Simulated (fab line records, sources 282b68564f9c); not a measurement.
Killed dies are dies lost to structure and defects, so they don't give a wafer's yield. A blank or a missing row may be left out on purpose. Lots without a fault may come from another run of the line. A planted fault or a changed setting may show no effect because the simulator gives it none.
A struck lot beside a sound one | flow rit_cmos | 20 steps out of a route of 202
Sound: wafers L428.1, L428.2, L428.5. Struck: wafers L440.3, L440.4, L440.5. The cause comes at the end.
At each step with rows: each side's tool, then ch and its chambers, then its first start. Under that, the readings that differ: sound wafers | struck wafers | difference of the means | sigmas: that difference in standard deviations of wafers without a fault.
alike: readings whose means differ by less than 2 such deviations, and words and numbers that are the same on both sides. not compared: withheld readings, readings that some wafer has no value for, bounds like >300 that may hide the same value, and numbers for which the record gives no deviation and whose values overlap.
The two part at a step that has a row with sigmas, a row that says differs or no value, or rows on one side only. Numbers that don't overlap but have no deviation are shown without sigmas and don't part them. A reading that every wafer of one side lacks parts them only if that side has two wafers or more.

first, 2 steps without rows for these wafers: RIT_NWELL_HARDBAKE_07 (time 120 s); RIT_NWELL_IMPLANT_08.
RIT_NWELL_STRIP_09: strips in O2, time 180 s.
  sound on plasma_asher-02 ch 0,1, day 2 01:42; struck on plasma_asher-04 ch 0,1, day 4 13:41
  alike: drypump_motor_current_A
  not compared: rf_hours_counter_h
RIT_NWELL_TW_MEAS_10:
  sound on film_metro-04, day 2 01:53; struck on film_metro-04, day 4 13:49
  alike: NWELL_TW
then, 6 steps without rows for these wafers: RIT_PWELL_HMDS_00 (prime time 60 s); RIT_PWELL_COAT_01 (resist thk 1300 nm); RIT_PWELL_SOFTBAKE_02 (time 60 s); RIT_PWELL_EXPOSE_03 (exposes mask M3, target cd 43700 nm); RIT_PWELL_PEB_04; RIT_PWELL_DEVELOP_05 (develop time 68 s).
RIT_PWELL_OVL_MEAS_06:
  sound on overlay-01, day 2 02:53; struck on overlay-02, day 4 14:52
  alike: PWELL_OVL
then, 1 step without rows for these wafers: RIT_PWELL_HARDBAKE_07 (time 120 s).
RIT_PWELL_IMPLANT_08:
  sound on implanter-04 ch 0, day 2 03:11; struck on implanter-04 ch 0, day 4 15:12
  reading            | sound             | struck            | difference | sigmas
  tilt_deg (degrees) | 7.033 7.005 6.983 | 8.115 8.104 8.108 | +1.102     | +58
RIT_PWELL_STRIP_09: strips in O2, time 180 s.
  sound on plasma_asher-01 ch 0,1, day 2 03:20; struck on plasma_asher-03 ch 0,1, day 4 15:21
  alike: drypump_motor_current_A
  not compared: rf_hours_counter_h
RIT_PWELL_TW_MEAS_10:
  sound on film_metro-03, day 2 03:30; struck on film_metro-01, day 4 15:29
  reading  | sound       | struck      | difference | sigmas
  PWELL_TW | 948 944 947 | 961 966 969 | +19        | +3
then, 1 step without rows for these wafers: RIT_WELLDRIVE_ANNEAL_00 (time 14700 s).
RIT_WELLDRIVE_RS_MEAS_01: measures by four-point-probe.
  sound on film_metro-01, day 2 08:39; struck on film_metro-03, day 4 20:49
  alike: NWELL_RS
RIT_WELLDRIVE_RS_MEAS_02: measures by four-point-probe.
  sound on film_metro-01, day 2 08:46; struck on film_metro-03, day 4 20:56
  reading           | sound             | struck | difference                    | sigmas
  PWELL_RS (ohm/sq) | 431.7 433.6 431.8 | - - -  | no value on the struck wafers |
then, 1 step without rows for these wafers: RIT_NRETRO_HMDS_00 (prime time 60 s).
RIT_M1_PROBE_99:
  sound on prober-01, day 3 13:57; struck on prober-01, day 6 01:52
  reading            | sound | struck | difference | sigmas
  killed_at_contacts | 0 0 1 | 3 1 0  | +1         | +3
  alike: killed_at_front_end, killed_dies, killed_open, killed_short

WHERE THEY PART
First at RIT_PWELL_IMPLANT_08; last, within this record, at RIT_M1_PROBE_99.

WHY: what the simulator had put in
Process parameter drift: implanter-04, from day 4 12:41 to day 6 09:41, at RIT_PWELL_IMPLANT_08. Setting tilt_deg, moved by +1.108, from 7. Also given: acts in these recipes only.
